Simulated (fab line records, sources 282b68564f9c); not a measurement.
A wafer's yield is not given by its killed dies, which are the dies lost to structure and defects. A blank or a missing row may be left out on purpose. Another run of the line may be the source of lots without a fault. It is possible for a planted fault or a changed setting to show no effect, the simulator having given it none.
fab line records | flow rit_cmos
[record] lots = 6 | wafers = 18 | last_day = 7
route steps=202 shown PSD@144 SDANNEAL@153 NSD@158 PLDD@159 NLDD@160 M1@202
lots with no fault: from the same line, run without faults
start_h: start of the lot's first displayed wafer, in hours after the record's first day | wait_h: how many hours have passed since the lot's step before this one | " repeats the value in the row above | L1.1+2: one row covering several wafers at once | - value missing, or start not given | * or withheld: withheld | < > ~ a bound
route shown NAME@n: a module of which the file shows steps, and the number in the route of the first | usual: mean/standard deviation taken from wafers without a fault | same: alike in all rows | chamber/n: place in a boat | sites: per-site readings | _std_site: the values' standard deviation | _edge_site: outer sites' mean less inner sites' | radius_mm: how far each site lies from the wafer's centre | mask NAME#n: copy n | behind: the most recent tool/chamber to have shaped the wafer | hold: what put the lot on hold/how long, in hours/how the hold closed | device: whichever transistor did not switch (one of n, p or np) | end of line: tests run on the same wafers once the route is complete | a step given without rows: its recipe and nothing more | killed: at the first sort, the dies lost to defects and structure; wafer yield is something else | map: per-die view of a wafer (x killed, . not killed, _ where there is no die)
set.NAME: setting as actually run; set.NAME@STEP: the setting as run at that earlier step | model.NAME: the simulator's own value behind a step, which no gauge read
lots at some steps of the route; a table a step, a row a wafer
services: from which hour (start_h, from the record's first day; less than 0 if before it) a tool's chamber was out of use, for how many hours, and why
[[steps]]
[step RIT_PSD_SOFTBAKE_02]
[recipe] resist = NOVOLAK | temp_c = 90 | time_s = 60
[step RIT_PSD_EXPOSE_03]
[recipe] mask_id = M10 | na = 0.57 | target_cd_nm = 40900 | dose_mj = 250
[step RIT_PSD_PEB_04]
[recipe] resist = NOVOLAK | temp_c = withheld | time_s = withheld
[step RIT_PSD_DEVELOP_05]
[recipe] resist = NOVOLAK | develop_time_s = 50 | dev_temp_c = 23
[step RIT_PSD_OVL_MEAS_06]
[usual] PSD_OVL = 0.8/1.8
lot.wafer | tool       | chamber | start_h | wait_h | PSD_OVL[nm]
L832.1    | overlay-02 | -       | 53.70   | -      | -2.0
L832.3    | "          | -       | "       | "      | -1.1
L832.6    | "          | -       | "       | "      | -0.9
L841.2    | overlay-02 | -       | 98.49   | -      | -2.2
L841.3    | "          | -       | "       | "      | 0.0
L841.5    | "          | -       | "       | "      | 2.1
L851.2    | overlay-02 | -       | 148.03  | -      | -2.5
L851.3    | "          | -       | "       | "      | 0.2
L851.5    | "          | -       | "       | "      | -0.9
L852.1    | overlay-02 | -       | 153.93  | -      | 1.0
L852.3    | "          | -       | "       | "      | 0.5
L852.6    | "          | -       | "       | "      | 1.3
L853.3    | overlay-02 | -       | 156.23  | -      | -3.7
L853.5    | "          | -       | "       | "      | 0.5
L853.6    | "          | -       | "       | "      | -1.2
L854.1    | overlay-01 | -       | 159.90  | -      | 1.9
L854.3    | "          | -       | "       | "      | 0.9
L854.6    | "          | -       | "       | "      | 2.1
[step RIT_PSD_HARDBAKE_07]
[recipe] resist = NOVOLAK | temp_c = 140 | time_s = 60
[step RIT_PSD_IMPLANT_08]
[recipe] species = BF2 | energy_kev = 27 | dose_cm2 = 5e+15 | tilt_deg = 7
[step RIT_PSD_STRIP_09]
[recipe] chemistry = O2 | time_s = 180 | resist = NOVOLAK | platen_temp_c = withheld | power_w = 500 | pressure_mtorr = 4000 | o2_flow_sccm = 4000
[usual] drypump_motor_current_A = 5.4/0.42 | rf_refl_power_W = 7.7/1.6
lot.wafer | tool            | chamber | start_h | wait_h | drypump_motor_current_A | rf_hours_counter_h | rf_refl_power_W
L832.1    | plasma_asher-02 | 1       | 54.04   | 0.1    | 5.1                     | 27                 | 8.3
L832.3    | "               | 0       | "       | "      | 5.3                     | -                  | 7.0
L832.6    | "               | 0       | "       | "      | 5.3                     | -                  | 6.7
L841.2    | plasma_asher-04 | 1       | 98.82   | 0.1    | 6.1                     | 45                 | 9.6
L841.3    | "               | 0       | "       | "      | 5.3                     | -                  | 5.3
L841.5    | "               | 1       | "       | "      | 6.1                     | -                  | 9.5
L851.2    | plasma_asher-04 | 0       | 148.36  | 0.1    | 5.3                     | 50                 | 5.3
L851.3    | "               | 1       | "       | "      | 6.1                     | -                  | 9.3
L851.5    | "               | 0       | "       | "      | 5.3                     | -                  | 5.4
L852.1    | plasma_asher-04 | 1       | 154.32  | 0.1    | 6.1                     | 51                 | 9.7
L852.3    | "               | 0       | "       | "      | 5.3                     | -                  | 5.6
L852.6    | "               | 0       | "       | "      | 5.3                     | -                  | 5.5
L853.3    | plasma_asher-02 | 1       | 156.62  | 0.1    | 5.1                     | -                  | 8.1
L853.5    | "               | 1       | "       | "      | 5.1                     | -                  | 8.1
L853.6    | "               | 0       | "       | "      | 5.2                     | -                  | 7.0
L854.1    | plasma_asher-02 | 0       | 160.23  | 0.1    | 5.3                     | 39                 | 6.8
L854.3    | "               | 0       | "       | "      | 5.3                     | -                  | 7.3
L854.6    | "               | 0       | "       | "      | 5.3                     | -                  | 7.0
[step RIT_PSD_TW_MEAS_10]
[usual] PSD_TW = 3428/15
lot.wafer | tool          | chamber | start_h | wait_h | PSD_TW
L832.1    | film_metro-03 | -       | 54.21   | 0.1    | 3422
L832.3    | "             | -       | "       | "      | 3408
L832.6    | "             | -       | "       | "      | 3413
L841.2    | film_metro-01 | -       | 99.00   | 0.1    | 3410
L841.3    | "             | -       | "       | "      | 3415
L841.5    | "             | -       | "       | "      | 3424
L851.2    | film_metro-02 | -       | 148.54  | 0.1    | 3459
L851.3    | "             | -       | "       | "      | 3468
L851.5    | "             | -       | "       | "      | 3453
L852.1    | film_metro-03 | -       | 154.50  | 0.1    | 3441
L852.3    | "             | -       | "       | "      | 3443
L852.6    | "             | -       | "       | "      | 3429
L853.3    | film_metro-02 | -       | 156.75  | 0.1    | 3435
L853.5    | "             | -       | "       | "      | 3445
L853.6    | "             | -       | "       | "      | 3450
L854.1    | film_metro-01 | -       | 160.41  | 0.1    | 3406
L854.3    | "             | -       | "       | "      | 3408
L854.6    | "             | -       | "       | "      | 3419
[step RIT_SDANNEAL_CLEAN_00]
[recipe] chemistry = SC1 | mix = 3:3:50 | time_s = 600 | temp_c = 75
[step RIT_SDANNEAL_CLEAN_01]
[recipe] chemistry = dHF | dilution = 50:1 | time_s = 30
[step RIT_SDANNEAL_CLEAN_02]
[recipe] chemistry = SC2 | mix = 3:3:50 | time_s = 600 | temp_c = 75 | dry = n2_spin
[step RIT_SDANNEAL_RTA_03]
[recipe] temp_c = 1050 | time_s = 5 | idle_temp_c = 600 | ramp_up_c_per_s = 342 | ramp_down_c_per_s = 171 | cool_to_c = 600 | ambient = N2
[usual] wafer_temp_C_max = 1053.5/1.1
lot.wafer | tool          | chamber | start_h | wait_h | wafer_temp_C_max
L832.1    | rtp_anneal-02 | 0       | 54.64   | 0.0    | 1052.6
L832.3    | "             | 0       | "       | "      | 1054.8
L832.6    | "             | 0       | "       | "      | 1055.0
L841.2    | rtp_anneal-01 | 0       | 99.43   | 0.0    | 1055.2
L841.3    | "             | 0       | "       | "      | 1053.8
L841.5    | "             | 0       | "       | "      | 1052.4
L851.2    | rtp_anneal-01 | 0       | 148.97  | 0.0    | 1044.8
L851.3    | "             | 0       | "       | "      | 1046.4
L851.5    | "             | 0       | "       | "      | 1044.6
L852.1    | rtp_anneal-02 | 0       | 154.93  | 0.0    | 1052.2
L852.3    | "             | 0       | "       | "      | 1053.2
L852.6    | "             | 0       | "       | "      | 1056.2
L853.3    | rtp_anneal-01 | 0       | 157.18  | 0.0    | 1048.5
L853.5    | "             | 0       | "       | "      | 1044.6
L853.6    | "             | 0       | "       | "      | 1045.4
L854.1    | rtp_anneal-02 | 0       | 160.83  | 0.0    | 1053.8
L854.3    | "             | 0       | "       | "      | 1054.6
L854.6    | "             | 0       | "       | "      | 1053.7
[step RIT_SDANNEAL_RS_MEAS_04]
[recipe] thk_meas_gauge = four-point-probe
[usual] PSD_RS = 115.79/0.26
lot.wafer | tool          | chamber | start_h | wait_h | PSD_RS[ohm/sq]
L832.1    | film_metro-01 | -       | 54.70   | 0.0    | 115.68
L832.3    | "             | -       | "       | "      | 115.89
L832.6    | "             | -       | "       | "      | 115.85
L841.2    | film_metro-03 | -       | 99.50   | 0.1    | 115.55
L841.3    | "             | -       | "       | "      | 115.69
L841.5    | "             | -       | "       | "      | 115.81
L851.2    | film_metro-03 | -       | 149.04  | 0.1    | 121.31
L851.3    | "             | -       | "       | "      | 121.03
L851.5    | "             | -       | "       | "      | 121.81
L852.1    | film_metro-03 | -       | 154.98  | 0.0    | 115.34
L852.3    | "             | -       | "       | "      | 115.31
L852.6    | "             | -       | "       | "      | 115.42
L853.3    | film_metro-01 | -       | 157.26  | 0.1    | 121.41
L853.5    | "             | -       | "       | "      | 121.55
L853.6    | "             | -       | "       | "      | 121.77
L854.1    | film_metro-02 | -       | 160.89  | 0.0    | 115.37
L854.3    | "             | -       | "       | "      | 115.89
L854.6    | "             | -       | "       | "      | 115.86
[step RIT_SDANNEAL_RS_MEAS_05]
[recipe] thk_meas_gauge = four-point-probe
[usual] NSD_RS = 84.50/0.28
lot.wafer | tool          | chamber | start_h | wait_h | NSD_RS[ohm/sq]
L832.1    | film_metro-01 | -       | 54.82   | 0.1    | 84.33
L832.3    | "             | -       | "       | "      | 84.38
L832.6    | "             | -       | "       | "      | 84.56
L841.2    | film_metro-03 | -       | 99.62   | 0.1    | 84.39
L841.3    | "             | -       | "       | "      | 84.47
L841.5    | "             | -       | "       | "      | 84.59
L851.2    | film_metro-03 | -       | 149.16  | 0.1    | 84.88
L851.3    | "             | -       | "       | "      | 84.88
L851.5    | "             | -       | "       | "      | 84.76
L852.1    | film_metro-03 | -       | 155.10  | 0.1    | 84.39
L852.3    | "             | -       | "       | "      | 84.40
L852.6    | "             | -       | "       | "      | 84.20
L853.3    | film_metro-01 | -       | 157.38  | 0.1    | 84.77
L853.5    | "             | -       | "       | "      | 85.00
L853.6    | "             | -       | "       | "      | 85.15
L854.1    | film_metro-02 | -       | 161.01  | 0.1    | 84.25
L854.3    | "             | -       | "       | "      | 84.29
L854.6    | "             | -       | "       | "      | 84.02
[step RIT_SDANNEAL_RS_MEAS_06]
[recipe] thk_meas_gauge = four-point-probe
[usual] PLDD_RS = 178.5/0.51
lot.wafer | tool          | chamber | start_h | wait_h | PLDD_RS[ohm/sq]
L832.1    | film_metro-01 | -       | 54.94   | 0.1    | 178.7
L832.3    | "             | -       | "       | "      | 179.0
L832.6    | "             | -       | "       | "      | 178.6
L841.2    | film_metro-03 | -       | 99.74   | 0.1    | 177.9
L841.3    | "             | -       | "       | "      | 177.9
L841.5    | "             | -       | "       | "      | 177.8
L851.2    | film_metro-03 | -       | 149.28  | 0.1    | 183.1
L851.3    | "             | -       | "       | "      | 183.1
L851.5    | "             | -       | "       | "      | 182.9
L852.1    | film_metro-03 | -       | 155.22  | 0.1    | 177.7
L852.3    | "             | -       | "       | "      | 177.5
L852.6    | "             | -       | "       | "      | 178.1
L853.3    | film_metro-01 | -       | 157.50  | 0.1    | 184.3
L853.5    | "             | -       | "       | "      | 184.4
L853.6    | "             | -       | "       | "      | 184.2
L854.1    | film_metro-02 | -       | 161.13  | 0.1    | 178.3
L854.3    | "             | -       | "       | "      | 179.0
L854.6    | "             | -       | "       | "      | 178.1
[step RIT_SDANNEAL_RS_MEAS_07]
[recipe] thk_meas_gauge = four-point-probe
[usual] NLDD_RS = 151.5/0.64
lot.wafer | tool          | chamber | start_h | wait_h | NLDD_RS[ohm/sq]
L832.1    | film_metro-01 | -       | 55.06   | 0.1    | 152.2
L832.3    | "             | -       | "       | "      | 152.3
L832.6    | "             | -       | "       | "      | 152.5
L841.2    | film_metro-03 | -       | 99.86   | 0.1    | 151.0
L841.3    | "             | -       | "       | "      | 152.0
L841.5    | "             | -       | "       | "      | 151.9
L851.2    | film_metro-03 | -       | 149.40  | 0.1    | 152.0
L851.3    | "             | -       | "       | "      | 151.8
L851.5    | "             | -       | "       | "      | 151.8
L852.1    | film_metro-03 | -       | 155.34  | 0.1    | 151.3
L852.3    | "             | -       | "       | "      | 150.9
L852.6    | "             | -       | "       | "      | 151.0
L853.3    | film_metro-01 | -       | 157.62  | 0.1    | 151.8
L853.5    | "             | -       | "       | "      | 152.0
L853.6    | "             | -       | "       | "      | 151.9
L854.1    | film_metro-02 | -       | 161.25  | 0.1    | 151.1
L854.3    | "             | -       | "       | "      | 151.1
L854.6    | "             | -       | "       | "      | 151.3
[step RIT_M1_PROBE_99]
[usual] killed_at_contacts = 0.1/0.3 | killed_at_front_end = 7/3.3 | killed_dies = 7/3.3 | killed_open = 3.8/2.3 | killed_short = 3.5/2.1
[same] gross_dies = 264 | killed_at_M0_to_M3 = 0 | killed_at_M4_up = 0 | killed_at_back_side = 0 | killed_at_other = 0
lot.wafer | tool      | chamber | start_h | wait_h | killed_at_contacts | killed_at_front_end | killed_dies | killed_open | killed_short | model.etest.contact_pplus.end_ohm_um | model.etest.contact_nplus.end_ohm_um | model.etest.pmos_0p15.junction_log10_a_um | model.etest.vpnp.gain | model.etest.diode_pplus_comb.cj_ff_um2
L832.1    | prober-01 | -       | 62.19   | 0.1    | 0                  | 12                  | 12          | 6           | 6            | 45.59                                | 42.31                                | -13.79                                    | 1.012                 | 2.032
L832.3    | prober-01 | -       | 62.29   | 0.2    | 1                  | 7                   | 8           | 4           | 3            | 44.73                                | 41.3                                 | -13.78                                    | 0.9774                | 2.043
L832.6    | prober-01 | -       | 62.44   | 0.2    | 0                  | 7                   | 7           | 2           | 5            | 44.67                                | 41.68                                | -13.81                                    | 0.998                 | 2.035
L841.2    | prober-01 | -       | 107.09  | 0.1    | 0                  | 4                   | 4           | 1           | 3            | 42.94                                | 42.01                                | -13.82                                    | 1.048                 | 2.003
L841.3    | prober-01 | -       | 107.14  | 0.2    | 0                  | 4                   | 4           | 3           | 1            | 44.55                                | 42.32                                | -13.75                                    | 1.064                 | 2
L841.5    | prober-01 | -       | 107.24  | 0.2    | 0                  | 4                   | 4           | 1           | 3            | 42.42                                | 41.65                                | -13.85                                    | 1.046                 | 2.014
L851.2    | prober-02 | -       | 156.48  | 0.1    | 1                  | 12                  | 13          | 8           | 5            | 46.34                                | 42.39                                | -13.65                                    | 0.9769                | 1.931
L851.3    | prober-02 | -       | 156.53  | 0.2    | 0                  | 13                  | 13          | 9           | 4            | 45.99                                | 41.37                                | -13.61                                    | 0.9758                | 1.948
L851.5    | prober-02 | -       | 156.63  | 0.2    | 1                  | 9                   | 10          | 6           | 4            | 46.22                                | 40.58                                | -13.56                                    | 0.9772                | 1.931
L852.1    | prober-01 | -       | 162.25  | 0.1    | 0                  | 10                  | 10          | 8           | 2            | 43.28                                | 42.32                                | -13.88                                    | 1.106                 | 1.969
L852.3    | prober-01 | -       | 162.35  | 0.2    | 1                  | 6                   | 7           | 1           | 6            | 43.53                                | 42.01                                | -13.73                                    | 1.092                 | 1.975
L852.6    | prober-01 | -       | 162.50  | 0.2    | 0                  | 9                   | 9           | 7           | 2            | 42.57                                | 41.09                                | -13.93                                    | 1.094                 | 1.965
L853.3    | prober-02 | -       | 164.85  | 0.2    | 0                  | 4                   | 4           | 2           | 2            | 48.67                                | 38.97                                | -13.72                                    | 0.9308                | 1.975
L853.5    | prober-02 | -       | 164.95  | 0.2    | 0                  | 6                   | 6           | 3           | 3            | 45.94                                | 38.69                                | -13.63                                    | 0.9497                | 1.969
L853.6    | prober-02 | -       | 165.00  | 0.2    | 0                  | 5                   | 5           | 1           | 4            | 48.46                                | 37.92                                | -13.74                                    | 0.9524                | 1.965
L854.1    | prober-01 | -       | 168.46  | 0.1    | 0                  | 11                  | 11          | 4           | 7            | 47.5                                 | 42.51                                | -13.77                                    | 0.9852                | 2.074
L854.3    | prober-01 | -       | 168.56  | 0.2    | 0                  | 4                   | 4           | 3           | 1            | 47.31                                | 40.73                                | -13.86                                    | 0.9968                | 2.073
L854.6    | prober-01 | -       | 168.71  | 0.2    | 0                  | 6                   | 6           | 0           | 6            | 45.74                                | 40.13                                | -13.78                                    | 1.005                 | 2.062
// killed by level:class
L832.1 GATE:geometric_particle:open=3 FOX1:geometric_particle:short=2 GATE:geometric_particle:short=2 FOX1:geometric_particle:open=1 FOX2:geometric_particle:open=1 FOX2:geometric_particle:short=1 REOX:geometric_particle:open=1 SILICIDE:geometric_particle:short=1
L832.3 GATE:geometric_particle:short=3 GATE:geometric_particle:open=2 REOX:geometric_particle:open=1 SILICIDE:geometric_particle:open=1 CONTACT:coat_microbubble_printed=1
L832.6 GATE:geometric_particle:short=4 GATE:geometric_particle:open=1 REOX:geometric_particle:short=1 REOX:geometric_particle:open=1
L841.2 GATE:geometric_particle:short=2 FOX1:geometric_particle:short=1 GATE:geometric_particle:open=1
L841.3 FOX2:geometric_particle:open=1 GATE:geometric_particle:short=1 REOX:geometric_particle:open=1 SPACER:geometric_particle:open=1
L841.5 GATE:geometric_particle:open=1 GATE:geometric_particle:short=1 REOX:geometric_particle:short=1 SILICIDE:geometric_particle:short=1
L851.2 GATE:geometric_particle:open=5 GATE:geometric_particle:short=3 SPACER:geometric_particle:open=2 REOX:geometric_particle:open=1 SILICIDE:geometric_particle:short=1 CONTACT:geometric_particle:short=1
L851.3 GATE:geometric_particle:open=4 FOX1:geometric_particle:open=2 GATE:geometric_particle:short=2 REOX:geometric_particle:short=2 REOX:geometric_particle:open=2 SPACER:geometric_particle:open=1
L851.5 GATE:geometric_particle:short=3 REOX:geometric_particle:open=2 SPACER:geometric_particle:open=2 FOX1:geometric_particle:open=1 GATE:geometric_particle:open=1 CONTACT:geometric_particle:short=1
L852.1 GATE:geometric_particle:open=3 REOX:geometric_particle:open=3 FOX1:geometric_particle:short=1 FOX1:geometric_particle:open=1 REOX:geometric_particle:short=1 SPACER:geometric_particle:open=1
L852.3 GATE:geometric_particle:short=2 REOX:geometric_particle:short=2 GATE:geometric_particle:open=1 SPACER:geometric_particle:short=1 CONTACT:geometric_particle:short=1
L852.6 GATE:geometric_particle:open=3 SPACER:geometric_particle:open=3 FOX2:geometric_particle:open=1 GATE:geometric_particle:short=1 SPACER:geometric_particle:short=1
L853.3 FOX1:geometric_particle:open=1 REOX:geometric_particle:short=1 SPACER:geometric_particle:short=1 SPACER:geometric_particle:open=1
L853.5 GATE:geometric_particle:open=2 FOX2:geometric_particle:short=1 GATE:geometric_particle:short=1 REOX:geometric_particle:short=1 SPACER:geometric_particle:open=1
L853.6 FOX1:geometric_particle:short=2 SPACER:geometric_particle:short=2 GATE:geometric_particle:open=1
L854.1 FOX1:geometric_particle:short=4 GATE:geometric_particle:open=4 GATE:geometric_particle:short=2 SILICIDE:geometric_particle:short=1
L854.3 GATE:geometric_particle:open=2 FOX1:geometric_particle:open=1 GATE:geometric_particle:short=1
L854.6 FOX1:geometric_particle:short=4 FOX2:geometric_particle:short=1 GATE:geometric_particle:short=1
[[services]]
tool            | chamber | start_h | hours | kind
rtp_anneal-02   | -       | 45.17   | 2.7   | pm
plasma_asher-04 | -       | 136.28  | 2.8   | pm
plasma_asher-02 | -       | 153.39  | 1.0   | repair
[[key]]
[first_sign] step = RIT_SDANNEAL_RTA_03 | reading = wafer_temp_C_max | direction = down | sigmas = 7.3 | usual = * | struck = *
[effect] step = RIT_SDANNEAL_RS_MEAS_04 | reading = PSD_RS | direction = up | sigmas = 22 | usual = 115.79 | struck = 121.48
[effect] step = RIT_SDANNEAL_RS_MEAS_05 | reading = NSD_RS | direction = up | sigmas = 1.4 | usual = 84.50 | struck = 84.91
[effect] step = RIT_SDANNEAL_RS_MEAS_06 | reading = PLDD_RS | direction = up | sigmas = 10 | usual = 178.5 | struck = 183.7
[model_effect] step = RIT_M1_PROBE_99 | value = etest.contact_pplus.end_ohm_um | without = 44.39 | struck = 46.94
met_at RIT_SDANNEAL_RTA_03
struck_wafers L851.2,L851.3,L851.5,L853.3,L853.5,L853.6
tester_left_out L851,L853
onset_between 99.43 148.97
[fault] kind = process_parameter_drift | tool = rtp_anneal-01 | chamber = - | onset_h = 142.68 | steps = RIT_SDANNEAL_RTA_03 | channel = temp_c | offset = * | shape = step | end_h = 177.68 | acts_in = * | stated = *
// tester_left_out: of these lots the tester's yield and bins aren't shown, on N5 and GAA mostly nor the transistor test; their killed dies are dies lost to structure and defects alone, not to doping, threshold or leakage, so they don't give the yield
